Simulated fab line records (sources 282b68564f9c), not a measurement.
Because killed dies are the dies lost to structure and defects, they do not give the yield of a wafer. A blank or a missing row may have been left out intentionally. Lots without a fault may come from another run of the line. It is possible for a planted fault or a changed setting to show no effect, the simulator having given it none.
Which of the tools did it? ; flow ritCmos ; Sampling: 14 lots, 42 wafers, 2 of 202 route steps

WHAT THE GAUGES READ, wafer by wafer
RIT_FOX1_THK_MEAS_01. Usual: FOX1_OXIDE_THK gives 349 nm (standard deviation 5.9).
lot;measured;on;FOX1_OXIDE_THK (nm);flag
L403;day 1 20:25;filmMetro-02;348 352 342;
L404;day 2 04:05;filmMetro-03;351 355 350;
L406;day 2 12:06;filmMetro-03;368 362 357;
L407;day 2 15:20;filmMetro-02;359 359 367;
L408;day 2 21:28;filmMetro-02;354 347 345;
L409;day 3 02:17;filmMetro-03;355 357 353;
L411;day 3 10:29;filmMetro-03;349 344 346;
L412;day 3 16:45;filmMetro-04;346 348 355;
L413;day 3 23:52;filmMetro-02;346 346 352;
L415;day 4 10:26;filmMetro-02;352 345 347;
L417;day 4 20:20;filmMetro-03;353 356 354;
L423;day 6 04:58;filmMetro-03;344 344 347;
L424;day 6 11:28;filmMetro-03;338 336 340;
L425;day 6 14:40;filmMetro-03;348 346 348;

RIT_NWELL_OVL_MEAS_06. Usual: NWELL_OVL gives 0.9 nm (standard deviation 1.4).
lot;measured;on;NWELL_OVL (nm);flag
L403;day 2 04:13;overlay-02;2.5 0.9 0.5;
L404;day 2 08:24;overlay-02;-0.3 1.5 1.3;
L406;day 2 16:55;overlay-01;1.1 0.3 0.9;
L407;day 2 19:31;overlay-02;-1.3 -0.1 -2.7;
L408;day 3 03:00;overlay-02;1.5 -0.8 -0.7;
L409;day 3 08:44;overlay-02;2.1 1.6 -1.1;
L411;day 3 14:53;overlay-01;1.8 1.5 1.0;
L412;day 3 20:12;overlay-01;1.4 0.0 0.5;
L413;day 4 07:26;overlay-01;2.3 1.7 0.6;
L415;day 4 15:27;overlay-02;2.4 0.7 0.0;
L417;day 5 04:29;overlay-02;3.3 3.1 3.6;
L423;day 6 11:58;overlay-02;-1.7 -0.2 -0.1;
L424;day 6 17:40;overlay-01;1.6 0.5 -0.2;
L425;day 6 18:01;overlay-02;1.3 2.0 2.9;

EACH LOT AND THE TOOL THAT RAN IT (in order: tool; ch and the chambers of the sampled wafers; start)
Before these readings, the record contains no process step.

AS READ BY THE TOOLS THEMSELVES (means over the sampled wafers that have a number; for cases with no such wafer, the mark the record gives instead)
The record holds no such reading with a usual standard deviation.

THE ANSWER, worked out from the rows above alone
Rule: lot off if the mean of its wafers having a number is beyond 3 standard deviations from the usual mean. A lot without any number at a reading at which 4 lots or more have one is off too. Any other lot the step has rows for is counted as sound. After the gauges, taken in route order, come the tools' own readings; for these a lot's mean is taken, as printed above. At the first step where some lot is off, the reading lying furthest off is the one used; lots without a number count as furthest.
Across all readings shown, no lot is off: no conclusion can be drawn from this.

WHAT THE SIMULATOR HAD PUT IN
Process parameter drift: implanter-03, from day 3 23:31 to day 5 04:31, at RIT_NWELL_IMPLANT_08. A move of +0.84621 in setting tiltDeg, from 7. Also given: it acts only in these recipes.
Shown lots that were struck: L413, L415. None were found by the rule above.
